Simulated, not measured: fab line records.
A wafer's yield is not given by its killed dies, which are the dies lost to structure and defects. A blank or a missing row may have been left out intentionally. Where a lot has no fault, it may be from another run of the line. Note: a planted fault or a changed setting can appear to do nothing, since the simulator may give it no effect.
What tool caused it? | flow berkeley_cmos170 | 21 wafers from 7 lots sampled at 2 of the route's 331 steps

## WHAT THE GAUGES SHOWED, per wafer
UCB170_NLDD_TW_MEAS_11.
lot  | measured     | on            | NLDD_TW
L148 | day 8 10:55  | film_metro-02 | 2197 2194 2203
L151 | day 8 11:28  | film_metro-02 | 2208 2196 2195
L153 | day 8 23:28  | film_metro-03 | 2178 2189 2180
L155 | day 9 16:44  | film_metro-02 | 2228 2224 2229
L163 | day 11 08:10 | film_metro-03 | 2288 2292 2295 2315 2298 2280
L165 | day 11 22:04 | film_metro-04 | 2334 2325 2339 2346 2345 2341
L167 | day 12 08:29 | film_metro-03 | 2153 2172 2168

## WHICH TOOL RAN EACH LOT (tool, then ch and the chambers of the sampled wafers, then the start)
lot  | UCB170_NLDD_IMPLANT_09
L148 | implanter-04 ch 0, day 8 10:40
L151 | implanter-04 ch 0, day 8 11:14
L153 | implanter-04 ch 0, day 8 23:14
L155 | implanter-01 ch 0, day 9 16:29
L163 | implanter-04 ch 0, day 11 07:55
L165 | implanter-04 ch 0, day 11 21:49
L167 | implanter-02 ch 0, day 12 08:13
- UCB170_NLDD_IMPLANT_09

## THE ANSWER, worked out from the rows above alone
Rule: the lots themselves supply what counts as usual. Put in order of their means at a reading, lots are off if they are a third of the lots or fewer, leave a main group of 4 or more, and stand apart from it by a gap of 3 or more times the standard deviation of the main group's means; of several such gaps the widest counts. If all means in a main group match to the digits the tables above print for the reading, that group is not used. Also off: a lot with no number at a reading for which 4 or more lots have one. Where the step has rows for the other lots, those lots are counted as sound.
Off: at UCB170_NLDD_TW_MEAS_11 (NLDD_TW), L163, L165. The main group: mean 2194, standard deviation 21.
If a tool, at a process step before that reading, ran all the lots that are off and no sound lot after the first of them, it fits. The gauges at UCB170_NLDD_TW_MEAS_11 are tried like those tools. One candidate fits, namely implanter-04 at UCB170_NLDD_IMPLANT_09. Its last sound lot is L153 (day 8 23:14), its first lot that is off L163 (day 11 07:55): a fault that began between those two fits.

## WHAT HAD BEEN PUT IN BY THE SIMULATOR
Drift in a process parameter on implanter-04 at UCB170_NLDD_IMPLANT_09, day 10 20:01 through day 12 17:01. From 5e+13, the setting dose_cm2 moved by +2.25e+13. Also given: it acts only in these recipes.
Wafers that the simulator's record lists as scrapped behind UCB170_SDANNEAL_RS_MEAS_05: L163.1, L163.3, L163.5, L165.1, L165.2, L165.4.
Shown lots that were struck: L163, L165. The same result came from the rule above.
